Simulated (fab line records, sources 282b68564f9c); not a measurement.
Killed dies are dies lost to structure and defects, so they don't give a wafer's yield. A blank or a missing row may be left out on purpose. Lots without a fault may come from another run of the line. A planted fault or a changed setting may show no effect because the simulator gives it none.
Which tool did it? | flow rit_cmos | 8 lots, 24 wafers sampled, at 2 steps of a route of 202

WHAT THE GAUGES READ, wafer by wafer
RIT_ACTIVE_CD_MEAS_11: target cd 1400 nm.
lot  | measured    | on        | cd_nm (nm)
L329 | day 1 20:16 | cd_sem-01 | 1402.8 1402.5 1400.5
L332 | day 2 11:14 | cd_sem-01 | 1399.7 1397.4 1399.7
L335 | day 3 02:50 | cd_sem-02 | 1401.9 1402.2 1403.1
L337 | day 3 12:12 | cd_sem-01 | 1375.1 1375.3 1376.6
L339 | day 3 22:29 | cd_sem-01 | 1402.7 1401.4 1402.3
L343 | day 4 17:44 | cd_sem-02 | 1385.2 1383.8 1387.3
L347 | day 5 15:36 | cd_sem-01 | 1400.5 1400.8 1399.7
L351 | day 6 11:56 | cd_sem-01 | 1398.9 1397.5 1397.4

WHICH TOOL RAN EACH LOT (tool, then ch and the chambers of the sampled wafers, then the start)
lot  | RIT_ACTIVE_EXPOSE_08
L329 | iline_stepper-02 ch 0, day 1 19:52
L332 | iline_stepper-01 ch 0, day 2 10:50
L335 | iline_stepper-02 ch 0, day 3 02:26
L337 | iline_stepper-02 ch 0, day 3 11:48
L339 | iline_stepper-01 ch 0, day 3 22:05
L343 | iline_stepper-02 ch 0, day 4 17:20
L347 | iline_stepper-01 ch 0, day 5 15:07
L351 | iline_stepper-01 ch 0, day 6 11:32
- RIT_ACTIVE_EXPOSE_08: exposes mask M1, target cd 1400 nm.

THE ANSWER, worked out from the rows above alone
Rule: what is usual is taken from the lots themselves. Put in order of their means at a reading, lots are off if they are a third of the lots or fewer, leave a main group of 4 or more, and stand apart from it by a gap of 3 or more times the standard deviation of the main group's means; of several such gaps the widest counts. A main group whose means are all the same, to the digits that the tables above print for the reading, isn't used. A lot without any number at a reading at which 4 lots or more have one is off too. The other lots that the step has rows for count as sound.
Off: L337, L343, at RIT_ACTIVE_CD_MEAS_11 (cd_nm). The main group: mean 1400.6 nm, standard deviation 1.7.
A tool fits if, at a process step before that reading, it ran every lot that is off, and no sound lot after the first of them. The gauges at RIT_ACTIVE_CD_MEAS_11 are tried like those tools. One fits: iline_stepper-02 at RIT_ACTIVE_EXPOSE_08. Its last sound lot is L335 (day 3 02:26), its first lot that is off L337 (day 3 11:48): a fault that began between those two fits.

WHAT THE SIMULATOR HAD PUT IN
Process parameter drift: iline_stepper-02, from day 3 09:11 on, at RIT_ACTIVE_EXPOSE_08. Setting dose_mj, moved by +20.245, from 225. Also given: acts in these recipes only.
Lots struck among those shown: L337, L343. The rule above found the same.
